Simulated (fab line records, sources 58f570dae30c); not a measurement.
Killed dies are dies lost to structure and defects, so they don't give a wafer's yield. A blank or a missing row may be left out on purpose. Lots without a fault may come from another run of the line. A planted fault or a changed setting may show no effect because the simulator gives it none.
Which tool did it? | flow berkeley_cmos170 | 15 lots, 45 wafers sampled, at 6 steps of a route of 331

WHAT THE GAUGES READ, wafer by wafer
UCB170_GATE_THK_MEAS_05. Usual: GATE_POLY_THK 215.4 nm, standard deviation 2.
lot  | measured     | on            | GATE_POLY_THK (nm) | flag
L184 | day 6 00:35  | film_metro-02 | 213.1 213.5 213.7  |
L185 | day 6 00:37  | film_metro-03 | 215.6 215.9 214.5  |
L186 | day 6 07:30  | film_metro-02 | 215.4 216.0 215.3  |
L187 | day 6 13:07  | film_metro-02 | 212.9 214.4 214.6  |
L188 | day 7 01:31  | film_metro-02 | 212.3 212.5 212.8  |
L189 | day 7 01:32  | film_metro-04 | 218.3 219.1 220.6  |
L190 | day 7 05:06  | film_metro-02 | 215.0 216.5 216.3  |
L192 | day 7 23:47  | film_metro-04 | 159.7 160.6 160.1  | OFF
L195 | day 8 08:50  | film_metro-03 | 212.3 211.9 212.2  |
L196 | day 8 16:11  | film_metro-04 | 163.3 162.3 161.5  | OFF
L197 | day 8 16:11  | film_metro-02 | 165.9 163.9 165.7  | OFF
L201 | day 9 10:51  | film_metro-02 | 211.3 212.5 213.3  |
L202 | day 9 10:52  | film_metro-04 | 215.9 217.5 216.9  |
L206 | day 10 21:20 | film_metro-03 | 213.6 215.2 215.4  |
L207 | day 10 21:20 | film_metro-04 | 216.7 217.3 216.7  |

UCB170_GATE_OVL_MEAS_13. Usual: GATE_OVL 0 nm, standard deviation 5.5.
lot  | measured     | on         | GATE_OVL (nm) | flag
L184 | day 6 01:57  | overlay-01 | -9 -2 -2      |
L185 | day 6 02:14  | overlay-01 | 3 0 -1        |
L186 | day 6 08:31  | overlay-02 | -8 -4 -3      |
L187 | day 6 15:36  | overlay-02 | -8 -4 -11     |
L188 | day 7 02:53  | overlay-01 | 1 -7 -2       |
L189 | day 7 03:02  | overlay-02 | 4 1 -10       |
L190 | day 7 06:37  | overlay-02 | 1 8 3         |
L192 | day 8 00:59  | overlay-02 | 6 6 10        |
L195 | day 8 10:22  | overlay-01 | 2 3 5         |
L196 | day 8 17:13  | overlay-02 | 0 0 -1        |
L197 | day 8 17:29  | overlay-01 | -2 1 -2       |
L201 | day 9 12:22  | overlay-01 | -3 2 1        |
L202 | day 9 12:16  | overlay-02 | -2 -1 -2      |
L206 | day 10 22:21 | overlay-01 | 8 9 21        |
L207 | day 10 22:38 | overlay-02 | 12 10 9       |

UCB170_CONTACT_THK_MEAS_02. Usual: CONTACT_PSG_THK 706 nm, standard deviation 6.1.
lot  | measured     | on            | CONTACT_PSG_THK (nm) | flag
L184 | day 6 19:53  | film_metro-04 | 706 705 702          |
L185 | day 6 21:42  | film_metro-04 | 702 700 700          |
L186 | day 7 00:07  | film_metro-04 | 717 713 711          |
L187 | day 7 08:48  | film_metro-02 | 703 703 701          |
L188 | day 7 21:08  | film_metro-02 | 723 714 722          |
L189 | day 7 21:08  | film_metro-04 | 704 704 698          |
L190 | day 8 03:05  | film_metro-02 | 705 710 703          |
L192 | day 8 18:04  | film_metro-03 | 708 707 715          |
L195 | day 9 09:28  | film_metro-02 | 706 702 706          |
L196 | day 9 16:15  | film_metro-02 | 698 691 704          |
L197 | day 9 16:15  | film_metro-04 | 705 711 709          |
L201 | day 10 06:25 | film_metro-04 | 694 693 701          |
L202 | day 10 06:59 | film_metro-04 | 703 709 704          |
L206 | day 11 15:03 | film_metro-02 | 711 707 712          |
L207 | day 11 16:44 | film_metro-04 | 702 705 710          |

WHICH TOOL RAN EACH LOT (tool, then ch and the chambers of the sampled wafers, then the start)
lot  | UCB170_PWELL_ETCH_14              | UCB170_GATE_CVD_04          | UCB170_GATE_ETCH_15
L184 | rie_diel-02 ch 2,3, day 2 23:23   | lpcvd-01 ch 0, day 5 23:11  | rie_si-01 ch 0,3, day 6 02:02
L185 | rie_diel-04 ch 1,2, day 3 05:00   | lpcvd-01 ch 0, day 5 23:11  | rie_si-02 ch 0,2,3, day 6 02:18
L186 | rie_diel-04 ch 0,2,3, day 3 07:38 | lpcvd-02 ch 0, day 6 05:24  | rie_si-01 ch 1,2,3, day 6 08:36
L187 | rie_diel-02 ch 1,2,3, day 3 13:52 | lpcvd-01 ch 0, day 6 11:43  | rie_si-02 ch 1,2,3, day 6 15:40
L188 | rie_diel-03 ch 0,1,2, day 4 00:46 | lpcvd-02 ch 1, day 7 00:07  | rie_si-01 ch 0,2,3, day 7 02:58
L189 | rie_diel-04 ch 0,1,2, day 4 00:53 | lpcvd-02 ch 0, day 7 00:07  | rie_si-02 ch 0,2, day 7 03:07
L190 | rie_diel-04 ch 0,1, day 4 06:46   | lpcvd-01 ch 0, day 7 03:42  | rie_si-01 ch 0,2, day 7 06:42
L192 | rie_diel-03 ch 0,1,2, day 4 22:41 | lpcvd-02 ch 0, day 7 22:23  | rie_si-01 ch 0,1,3, day 8 01:03
L195 | rie_diel-03 ch 0,1, day 5 09:13   | lpcvd-01 ch 0, day 8 07:25  | rie_si-01 ch 1,2,3, day 8 10:26
L196 | rie_diel-02 ch 0,1,3, day 5 17:30 | lpcvd-02 ch 0, day 8 14:47  | rie_si-01 ch 0,3, day 8 17:17
L197 | rie_diel-03 ch 0,3, day 5 17:41   | lpcvd-02 ch 1, day 8 14:47  | rie_si-02 ch 2,3, day 8 17:34
L201 | rie_diel-04 ch 2,3, day 6 13:56   | lpcvd-01 ch 1, day 9 09:27  | rie_si-01 ch 1,2, day 9 12:27
L202 | rie_diel-03 ch 1,2, day 6 17:58   | lpcvd-01 ch 1, day 9 09:27  | rie_si-02 ch 0,1,2, day 9 12:20
L206 | rie_diel-04 ch 0,3, day 7 14:34   | lpcvd-02 ch 0, day 10 19:56 | rie_si-01 ch 2,3, day 10 22:27
L207 | rie_diel-04 ch 0,1,2, day 7 18:15 | lpcvd-02 ch 1, day 10 19:56 | rie_si-02 ch 0,2,3, day 10 22:43
- UCB170_PWELL_ETCH_14: etches Si3N4 in CH3F/Ar/O2, stops on SiO2, target depth 242 nm, time 151 s.
- UCB170_GATE_CVD_04: deposits poly-Si from SiH4, time 1440 s, target thk 214 nm.
- UCB170_GATE_ETCH_15: etches poly-Si in HBr/Cl2, stops on SiO2, time 56.3 s, target depth 278.2 nm.

WHAT THE TOOLS THEMSELVES READ (means of the sampled wafers that have a number; where no wafer has one, the mark that the record gives instead)
UCB170_PWELL_ETCH_14. Usual: drypump_motor_current_A 5.7 A, standard deviation 0.37; oes_product_au 0.939 a.u., standard deviation 0.014; throttle_valve_pct 8.09 %, standard deviation 0.098.
lot  | tool        | drypump_motor_current_A (A) | oes_product_au (a.u.) | throttle_valve_pct (%) | flag
L184 | rie_diel-02 | 5.1                         | 0.932                 | 7.97                   |
L185 | rie_diel-04 | 5.9                         | 0.932                 | 8.11                   |
L186 | rie_diel-04 | 5.9                         | 0.943                 | 8.12                   |
L187 | rie_diel-02 | 5.2                         | 0.952                 | 8.00                   |
L188 | rie_diel-03 | 5.6                         | 0.936                 | 8.03                   |
L189 | rie_diel-04 | 5.9                         | 0.929                 | 8.12                   |
L190 | rie_diel-04 | 5.9                         | 0.931                 | 8.16                   |
L192 | rie_diel-03 | 5.6                         | 0.935                 | 8.03                   |
L195 | rie_diel-03 | 5.6                         | 0.954                 | 7.99                   |
L196 | rie_diel-02 | 5.5                         | 0.947                 | 8.02                   |
L197 | rie_diel-03 | 5.0                         | 0.928                 | 8.18                   |
L201 | rie_diel-04 | 6.0                         | 0.932                 | 8.09                   |
L202 | rie_diel-03 | 5.7                         | 0.943                 | 8.08                   |
L206 | rie_diel-04 | 5.8                         | 0.950                 | 8.15                   |
L207 | rie_diel-04 | 5.9                         | 0.941                 | 8.12                   |

UCB170_GATE_CVD_04. Usual: spike_tc_centre_C 612.2 C, standard deviation 1.4; spike_tc_load_C 631.2 C, standard deviation 2.3; spike_tc_source_C 630.9 C, standard deviation 2.3; susceptor_temp_C 610.01 C, standard deviation 0.27.
lot  | tool     | spike_tc_centre_C (C) | spike_tc_load_C (C) | spike_tc_source_C (C) | susceptor_temp_C (C) | flag
L184 | lpcvd-01 | 612.0                 | 632.1               | 634.3                 | 609.95               |
L185 | lpcvd-01 | 613.8                 | 631.8               | 633.6                 | 609.92               |
L186 | lpcvd-02 | 613.2                 | 634.5               | 631.6                 | 610.11               |
L187 | lpcvd-01 | 613.7                 | 631.4               | 633.5                 | 609.93               |
L188 | lpcvd-02 | 611.8                 | 628.4               | 628.8                 | 610.05               |
L189 | lpcvd-02 | 612.5                 | 633.7               | 631.0                 | 610.00               |
L190 | lpcvd-01 | 613.4                 | 632.1               | 634.4                 | 610.20               |
L192 | lpcvd-02 | 599.9                 | 622.2               | 620.4                 | 598.07               | OFF
L195 | lpcvd-01 | 613.4                 | 631.0               | 633.1                 | 610.28               |
L196 | lpcvd-02 | 602.3                 | 622.3               | 619.4                 | 598.17               | OFF
L197 | lpcvd-02 | 599.3                 | 617.2               | 615.9                 | 598.02               | OFF
L201 | lpcvd-01 | 610.6                 | 630.2               | 628.9                 | 610.25               |
L202 | lpcvd-01 | 610.2                 | 630.0               | 630.5                 | 609.90               |
L206 | lpcvd-02 | 612.3                 | 634.9               | 631.5                 | 610.19               |
L207 | lpcvd-02 | 611.2                 | 629.0               | 629.4                 | 610.53               |

UCB170_GATE_ETCH_15. Usual: drypump_motor_current_A 5.8 A, standard deviation 0.69; oes_product_au 0.840 a.u., standard deviation 0.014; throttle_valve_pct 26.42 %, standard deviation 0.23.
lot  | tool      | drypump_motor_current_A (A) | oes_product_au (a.u.) | throttle_valve_pct (%) | flag
L184 | rie_si-01 | 6.2                         | 0.845                 | 26.57                  |
L185 | rie_si-02 | 5.9                         | 0.838                 | 26.40                  |
L186 | rie_si-01 | 5.9                         | 0.845                 | 26.46                  |
L187 | rie_si-02 | 5.7                         | 0.842                 | 26.46                  |
L188 | rie_si-01 | 5.6                         | 0.834                 | 26.45                  |
L189 | rie_si-02 | 5.4                         | 0.843                 | 26.43                  |
L190 | rie_si-01 | 5.5                         | 0.842                 | 26.31                  |
L192 | rie_si-01 | 6.3                         | 0.691                 | 26.51                  | OFF
L195 | rie_si-01 | 5.9                         | 0.825                 | 26.52                  |
L196 | rie_si-01 | 6.1                         | 0.703                 | 26.44                  | OFF
L197 | rie_si-02 | 6.0                         | 0.715                 | 26.57                  | OFF
L201 | rie_si-01 | 5.3                         | 0.818                 | 26.40                  |
L202 | rie_si-02 | 5.5                         | 0.844                 | 26.28                  |
L206 | rie_si-01 | 5.7                         | 0.846                 | 26.59                  |
L207 | rie_si-02 | 5.9                         | 0.840                 | 26.35                  |

THE ANSWER, worked out from the rows above alone
Rule: a lot is off if the mean of its wafers that have a number lies more than 3 standard deviations from the usual mean. A lot without any number at a reading at which 4 lots or more have one is off too. The other lots that the step has rows for count as sound. The gauges are gone through in route order, then the tools' own readings, and for those a lot's mean is taken as printed above. The first step at which some lot is off is used, and at that step the reading that is off furthest; a lot without a number counts as furthest.
Off: L192, L196, L197, at UCB170_GATE_THK_MEAS_05 (GATE_POLY_THK).
A tool fits if, at a process step before that reading, it ran every lot that is off, and no sound lot after the first of them. The gauges at UCB170_GATE_THK_MEAS_05 aren't tried: what is off there is off at UCB170_GATE_CVD_04 too, on other tools, and a gauge's error can't cause that. None of those tried fits.

WHAT THE SIMULATOR HAD PUT IN
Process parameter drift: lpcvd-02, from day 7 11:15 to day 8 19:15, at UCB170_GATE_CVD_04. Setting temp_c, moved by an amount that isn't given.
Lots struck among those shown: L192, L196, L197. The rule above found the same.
